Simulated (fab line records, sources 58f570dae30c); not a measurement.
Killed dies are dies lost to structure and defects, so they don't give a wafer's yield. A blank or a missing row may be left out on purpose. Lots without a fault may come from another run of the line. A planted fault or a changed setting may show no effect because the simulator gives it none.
Chamber matching | flow berkeley_cmos170 | UCB170_V2_ETCH_14 on rie_diel-01: 4 sister chambers
The step etches SiO2 in CHF3/CF4/Ar, stops on Al, target depth 1250 nm, time 291 s. 16 wafers are shown with their chamber, then 8 later ones without.

WAFERS WITH THEIR CHAMBER
wafer  | chamber | drypump_motor_current_A (A) | throttle_valve_pct (%) | oes_product_au (a.u.)
L074.2 | 0       | 5.5                         | 6.94                   | 0.876
L074.5 | 2       | 5.9                         | 6.91                   | 0.901
L074.6 | 3       | 5.3                         | 6.83                   | 0.877
L077.4 | 1       | 4.8                         | 7.05                   | 0.867
L077.5 | 0       | 5.5                         | 6.92                   | 0.881
L077.6 | 3       | 5.3                         | 6.82                   | 0.877
L080.3 | 2       | 5.9                         | 6.90                   | 0.899
L080.4 | 0       | 5.5                         | 6.93                   | 0.882
L080.5 | 0       | 5.5                         | 6.93                   | 0.884
L084.1 | 3       | 5.4                         | 6.82                   | 0.868
L084.5 | 0       | 5.5                         | 6.94                   | 0.893
L084.6 | 1       | 4.8                         | 7.04                   | 0.869
L087.3 | 1       | 4.8                         | 7.04                   | 0.878
L087.5 | 3       | 5.4                         | 6.83                   | 0.863
L087.6 | 0       | 5.5                         | 6.93                   | 0.883
L090.1 | 3       | 5.4                         | 6.82                   | 0.866

SIGNATURES (means of the wafers above)
reading                 | chamber 0 | chamber 1 | chamber 2 | chamber 3 | scatter within a chamber
drypump_motor_current_A | 5.500     | 4.800     | 5.900     | 5.360     | 0.0316
throttle_valve_pct      | 6.9317    | 7.0433    | 6.9050    | 6.8240    | 0.00658
oes_product_au          | 0.88317   | 0.87133   | 0.90000   | 0.87020   | 0.00572
Rule: a wafer's distance from a chamber is the root of the sum, over the readings, of the square of ((its reading less the chamber's mean) divided by the reading's scatter). The wafer belongs to the nearest chamber; if the next one is less than 2 further off, it can't be placed. The scatter: the root of (the sum of the squares of (reading less its chamber's mean) over the shown wafers, divided by (wafers less chambers)).

WAFERS WITHOUT THEIR CHAMBER
wafer  | drypump_motor_current_A (A) | throttle_valve_pct (%) | oes_product_au (a.u.)
L090.2 | 5.5                         | 6.94                   | 0.881
L090.3 | 5.9                         | 6.90                   | 0.903
L090.4 | 4.8                         | 7.04                   | 0.865
L090.5 | 5.9                         | 6.91                   | 0.899
L090.6 | 4.8                         | 7.03                   | 0.876
L092.4 | 5.3                         | 6.82                   | 0.874
L092.5 | 5.5                         | 6.93                   | 0.879
L092.6 | 5.3                         | 6.84                   | 0.873

WHICH CHAMBER EACH WENT THROUGH
wafer  | from the rows above | in truth
L090.2 | 0                   | 0
L090.3 | 2                   | 2
L090.4 | 1                   | 1
L090.5 | 2                   | 2
L090.6 | 1                   | 1
L092.4 | 3                   | 3
L092.5 | 0                   | 0
L092.6 | 3                   | 3
Placed correctly: 8 of 8. Can't be placed from these rows: 0. Placed wrongly: 0.
